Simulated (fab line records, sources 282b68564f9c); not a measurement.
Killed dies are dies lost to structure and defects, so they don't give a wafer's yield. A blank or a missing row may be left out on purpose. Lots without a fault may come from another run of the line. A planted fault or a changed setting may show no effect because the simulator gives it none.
Which tool did it? | flow rit_cmos | 14 lots, 42 wafers sampled, at 1 step of a route of 202

WHAT THE GAUGES READ, wafer by wafer
The record holds no reading of a measuring or inspecting step that can be judged against a usual standard deviation.

WHICH TOOL RAN EACH LOT (tool, then ch and the chambers of the sampled wafers, then the start)
lot  | RIT_PSD_DEVELOP_05
L559 | litho_track-02 ch 0, day 3 03:00
L560 | litho_track-03 ch 0, day 3 10:00
L563 | litho_track-03 ch 0, day 4 00:00
L564 | litho_track-03 ch 0, day 4 06:00
L565 | litho_track-02 ch 0, day 4 10:00
L566 | litho_track-03 ch 0, day 4 14:00
L568 | litho_track-04 ch 0, day 4 23:00
L571 | litho_track-03 ch 0, day 5 19:00
L572 | litho_track-02 ch 0, day 5 22:00
L574 | litho_track-04 ch 0, day 6 10:00
L577 | litho_track-03, day 6 22:00
L578 | litho_track-03, day 7 00:00
L581 | litho_track-02 ch 0, day 7 19:00
L582 | litho_track-04 ch 0, day 7 23:00
- RIT_PSD_DEVELOP_05: develop time 50 s.

WHAT THE TOOLS THEMSELVES READ (means of the sampled wafers that have a number; where no wafer has one, the mark that the record gives instead)
RIT_PSD_DEVELOP_05. Usual: chill_plate_temp_C 23.01 C, standard deviation 0.11.
lot  | tool           | chill_plate_temp_C (C) | flag
L559 | litho_track-02 | 22.89                  |
L560 | litho_track-03 | 22.85                  |
L563 | litho_track-03 | 23.07                  |
L564 | litho_track-03 | 23.05                  |
L565 | litho_track-02 | 23.17                  |
L566 | litho_track-03 | 22.93                  |
L568 | litho_track-04 | 22.94                  |
L571 | litho_track-03 | 23.06                  |
L572 | litho_track-02 | 23.00                  |
L574 | litho_track-04 | 23.17                  |
L577 | litho_track-03 | -                      | OFF
L578 | litho_track-03 | -                      | OFF
L581 | litho_track-02 | 23.01                  |
L582 | litho_track-04 | 22.89                  |

THE ANSWER, worked out from the rows above alone
Rule: a lot is off if the mean of its wafers that have a number lies more than 3 standard deviations from the usual mean. A lot without any number at a reading at which 4 lots or more have one is off too. The other lots that the step has rows for count as sound. The gauges are gone through in route order, then the tools' own readings, and for those a lot's mean is taken as printed above. The first step at which some lot is off is used, and at that step the reading that is off furthest; a lot without a number counts as furthest.
Off: L577, L578, at RIT_PSD_DEVELOP_05 (chill_plate_temp_C). Without a number there: L577, L578.
A tool fits if, at that step or a process step before it, it ran every lot that is off, and no sound lot after the first of them. One fits: litho_track-03 at RIT_PSD_DEVELOP_05. Its last sound lot is L571 (day 5 19:00), its first lot that is off L577 (day 6 22:00): a fault that began between those two fits.
Blank at RIT_PSD_DEVELOP_05 on the lots that are off, where sound lots have numbers: chill_plate_temp_C.

WHAT THE SIMULATOR HAD PUT IN
Skipped step whole: litho_track-03, from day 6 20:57 on, at RIT_PSD_DEVELOP_05. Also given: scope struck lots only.
Lots struck among those shown: L577, L578. The rule above found the same.
